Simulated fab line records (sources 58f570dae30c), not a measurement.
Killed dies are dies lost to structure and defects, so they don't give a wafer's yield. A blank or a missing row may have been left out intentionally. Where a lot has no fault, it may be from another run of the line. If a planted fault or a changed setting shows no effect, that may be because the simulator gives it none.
Which of the tools did it? ; flow berkeley_cmos170 ; Sampling: 13 lots, 39 wafers, 4 of 331 route steps

## WHAT THE GAUGES READ, wafer by wafer
UCB170_V2_THK_MEAS_01. Usual: V2_TEOS_THK typically reads 2003 nm, with standard deviation 27.
lot;measured;on;V2_TEOS_THK (nm);flag
L162;day 7 12:33;film_metro-02;2007 2044 2033;
L163;day 7 12:21;film_metro-02;2039 2025 2024;
L165;day 8 01:20;film_metro-04;2010 2003 2045;
L166;day 8 14:30;film_metro-03;2004 2004 2024;
L167;day 8 14:47;film_metro-03;1987 1983 2020;
L168;day 8 22:41;film_metro-02;1944 1996 1973;
L173;day 10 03:26;film_metro-03;1938 1990 1960;
L176;day 10 13:53;film_metro-02;2001 1949 2017;
L177;day 10 13:38;film_metro-03;1999 2003 2032;
L179;day 10 22:40;film_metro-03;1965 1998 1981;
L181;day 11 21:12;film_metro-03;1952 1969 2038;
L182;day 11 21:20;film_metro-04;1999 1994 2019;
L184;day 12 06:03;film_metro-02;1983 2059 2012;

UCB170_V2_CD_MEAS_90 targets a cd of 700 nm. Usual: cd_nm at 700.4 nm, with a standard deviation of 1.7.
lot;measured;on;cd_nm (nm);flag
L162;day 7 16:11;cd_sem-01;701.3 700.5 699.9;
L163;day 7 16:11;cd_sem-02;704.4 704.2 703.2;
L165;day 8 03:20;cd_sem-02;699.7 700.0 699.5;
L166;day 8 16:29;cd_sem-02;699.7 700.1 698.4;
L167;day 8 16:56;cd_sem-01;696.9 698.3 696.0;
L168;day 9 03:13;cd_sem-01;701.6 702.2 703.3;
L173;day 10 05:49;cd_sem-02;702.6 701.0 701.6;
L176;day 10 16:20;cd_sem-01;699.6 699.2 698.4;
L177;day 10 16:13;cd_sem-02;698.6 699.7 699.5;
L179;day 11 01:52;cd_sem-01;695.8 697.1 697.0;
L181;day 12 02:47;cd_sem-02;700.8 700.4 699.2;
L182;day 12 03:04;cd_sem-02;702.9 702.2 702.4;
L184;day 12 08:46;cd_sem-01;700.4 699.2 700.9;

## WHICH TOOL RAN EACH LOT (tool, then ch and the chambers of the sampled wafers, then the start)
lot;UCB170_CONTACT_STRIP_06;UCB170_M1_SPUTTER_00
L162;plasma_asher-04 ch 0,1, day 6 20:24;pvd_sputter-03, day 6 22:59
L163;plasma_asher-02 ch 0,1, day 6 22:20;pvd_sputter-02, day 7 00:38
L165;plasma_asher-04 ch 0,1, day 7 09:48;pvd_sputter-03, day 7 14:54
L166;plasma_asher-01 ch 0,1, day 7 21:38;pvd_sputter-04, day 7 23:35
L167;plasma_asher-02 ch 0,1, day 7 21:38;pvd_sputter-03, day 7 23:53
L168;plasma_asher-02 ch 0,1, day 8 03:35;pvd_sputter-03, day 8 09:46
L173;plasma_asher-02 ch 0,1, day 9 10:08;pvd_sputter-04, day 9 12:52
L176;plasma_asher-02 ch 0,1, day 9 19:58;pvd_sputter-03, day 9 23:53
L177;plasma_asher-01 ch 0,1, day 9 20:22;pvd_sputter-04, day 10 00:00
L179;plasma_asher-01 ch 0,1, day 10 07:06;pvd_sputter-02, day 10 10:06
L181;plasma_asher-01 ch 0,1, day 11 05:40;pvd_sputter-04, day 11 07:35
L182;plasma_asher-02 ch 0,1, day 11 06:50;pvd_sputter-02, day 11 08:44
L184;plasma_asher-04 ch 1, day 11 15:33;pvd_sputter-04, day 11 17:40
- UCB170_CONTACT_STRIP_06: strips in O2.
- UCB170_M1_SPUTTER_00: material Al, target thk 600 nm, time 80 s.

## AS READ BY THE TOOLS THEMSELVES (means over the sampled wafers that have a number; for cases with no such wafer, the mark the record gives instead)
UCB170_CONTACT_STRIP_06. Usual: drypump_motor_current_A 5.8 A, standard deviation 0.33; oes_product_au 0.735 a.u., standard deviation 0.0047; strip_time_to_endpoint_s 21.97 s, standard deviation 0.06.
lot;tool;drypump_motor_current_A (A);oes_product_au (a.u.);strip_time_to_endpoint_s (s);flag
L162;plasma_asher-04;6.0;0.736;21.92;
L163;plasma_asher-02;5.8;0.737;21.85;
L165;plasma_asher-04;6.0;0.735;22.05;
L166;plasma_asher-01;5.5;0.738;21.97;
L167;plasma_asher-02;6.0;0.735;21.91;
L168;plasma_asher-02;6.0;0.736;21.98;
L173;plasma_asher-02;6.0;0.735;21.98;
L176;plasma_asher-02;5.8;0.731;22.01;
L177;plasma_asher-01;5.5;0.735;22.02;
L179;plasma_asher-01;5.4;0.734;21.97;
L181;plasma_asher-01;5.5;0.731;22.00;
L182;plasma_asher-02;6.0;0.735;21.91;
L184;plasma_asher-04;6.1;0.738;21.96;

UCB170_M1_SPUTTER_00. Usual: throttle_valve_pct at 30.5 %, with a standard deviation of 1.2.
lot;tool;throttle_valve_pct (%);flag
L162;pvd_sputter-03;31.3;
L163;pvd_sputter-02;29.4;
L165;pvd_sputter-03;31.2;
L166;pvd_sputter-04;30.8;
L167;pvd_sputter-03;31.1;
L168;pvd_sputter-03;31.4;
L173;pvd_sputter-04;29.4;
L176;pvd_sputter-03;31.0;
L177;pvd_sputter-04;29.8;
L179;pvd_sputter-02;29.3;
L181;pvd_sputter-04;30.7;
L182;pvd_sputter-02;29.4;
L184;pvd_sputter-04;29.8;

## THE ANSWER, worked out from the rows above alone
Rule: take the mean of a lot's wafers that have a number; if it is more than 3 standard deviations from the usual mean, the lot is off. Also off: a lot with no number at a reading for which 4 or more lots have one. All remaining lots with rows at the step are treated as sound. The gauges are gone through in route order, then the tools' own readings, and for those a lot's mean is taken as printed above. At the first step where some lot is off, the reading lying furthest off is the one used; lots without a number count as furthest.
None of the lots is off at any reading shown; this tells nothing.

## WHAT HAD BEEN PUT IN BY THE SIMULATOR
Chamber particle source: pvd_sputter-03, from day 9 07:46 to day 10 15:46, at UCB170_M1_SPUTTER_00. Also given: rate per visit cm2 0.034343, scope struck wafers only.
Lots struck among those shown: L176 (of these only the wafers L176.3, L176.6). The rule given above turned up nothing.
